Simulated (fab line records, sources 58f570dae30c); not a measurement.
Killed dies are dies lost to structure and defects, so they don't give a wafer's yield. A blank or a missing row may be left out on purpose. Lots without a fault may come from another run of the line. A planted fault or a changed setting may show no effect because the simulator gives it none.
Problem report in the 8D (eight disciplines) form, filled by code | flow berkeley_cmos170 | the parts of the form that need people (team, actions taken, sign-off) are left out

1. THE PROBLEM
PSD_TW at UCB170_PSD_TW_MEAS_10 reads a mean of 2160 on 9 wafers of 3 lots; wafers without a fault read 2332 with a standard deviation of 34. That is -5.1 standard deviations from the usual mean.
First seen on wafer L644.3, day 9 15:12, on film_metro-02. The record holds 45 wafers of 15 lots with a number at this step. Rule for "out", or "out of limits": more than 4 standard deviations from the usual mean. The other wafers with a number count as sound.

2. WHAT IT IS AND WHAT IT IS NOT
question                    | is                           | is not
which readings at this step | PSD_TW                       | -
which lots                  | L644, L648, L651             | L630, L631, L632, L633, L634, L635, L636, L637, L638, L639, L640, L653
which wafers of those lots  | all that have a number       | -
read on which gauges        | film_metro-02, film_metro-04 | film_metro-01
when                        | from day 9 15:12             | up to then (33 sound wafers); but 3 sound wafers of L653 came after

3. SUSPECTS, AND WHAT RULES EACH OUT
Counting: a tool at a process step up to the reading stays a suspect if it ran every lot that is out and no sound lot after the first of them.
- the gauge at UCB170_PSD_TW_MEAS_10: ruled out. The wafers that are out were read on 2 gauges (film_metro-02, film_metro-04).
- implanter-03 at UCB170_PSD_IMPLANT_08: kept. It ran every lot that is out, first L644 (day 9 14:59), and no sound lot after that; its last sound lot up to then is L638 (day 8 16:02). Its own readings are out on those wafers: beam_on_s, faraday_current_uA.
Left after counting: implanter-03 at UCB170_PSD_IMPLANT_08.

4. THE CAUSE (what the simulator had put in)
Process parameter drift: implanter-03, from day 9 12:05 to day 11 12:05, at UCB170_PSD_IMPLANT_08. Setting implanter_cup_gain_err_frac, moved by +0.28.
Counting left only this tool.

5. THE CHAIN OF EFFECTS, in route order
Each row: a reading whose mean over the struck wafers that have a number lies more than 3 standard deviations from the usual. Only readings for which the record gives a usual standard deviation are gone through. hours: the time from each lot's start at the first step in this table that gives one to its start at this step, as a median over the lots. sigmas: the change in usual standard deviations.
hours | step                       | reading                  | usual        | on struck wafers | change | sigmas
0     | UCB170_PSD_IMPLANT_08      | beam_on_s                | 9.99 s       | 7.71             | -2.28  | -13
0     | UCB170_PSD_IMPLANT_08      | faraday_current_uA       | 9261         | 12003            | +2742  | +16
0     | UCB170_PSD_STRIP_09        | oes_product_au           | 0.600 a.u.   | 0.637            | +0.037 | +8.1
0     | UCB170_PSD_STRIP_09        | strip_time_to_endpoint_s | 29.43 s      | 26.88            | -2.55  | -34
0     | UCB170_PSD_TW_MEAS_10      | PSD_TW                   | 2332         | 2160             | -172   | -5.1
3     | UCB170_SDANNEAL_RS_MEAS_02 | PSD_RS                   | 75.50 ohm/sq | 89.61            | +14.11 | +47
The process steps in it:
- UCB170_PSD_IMPLANT_08
- UCB170_PSD_STRIP_09: strips in O2.

6. WHAT WOULD HAVE CAUGHT IT SOONER
In this record the first reading out of limits at a measuring or inspecting step was taken at day 9 15:12, 3 hours after the fault began at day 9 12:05.
The tool's own readings at UCB170_PSD_IMPLANT_08 were out on every struck wafer that the step has a row for (beam_on_s, faraday_current_uA): an alarm limit on them would have fired on the first of those.
Of the lots that are out (3), L648, L651 began UCB170_PSD_IMPLANT_08 on implanter-03 after day 9 15:12. A hold on the tool at that time would have spared those 2.
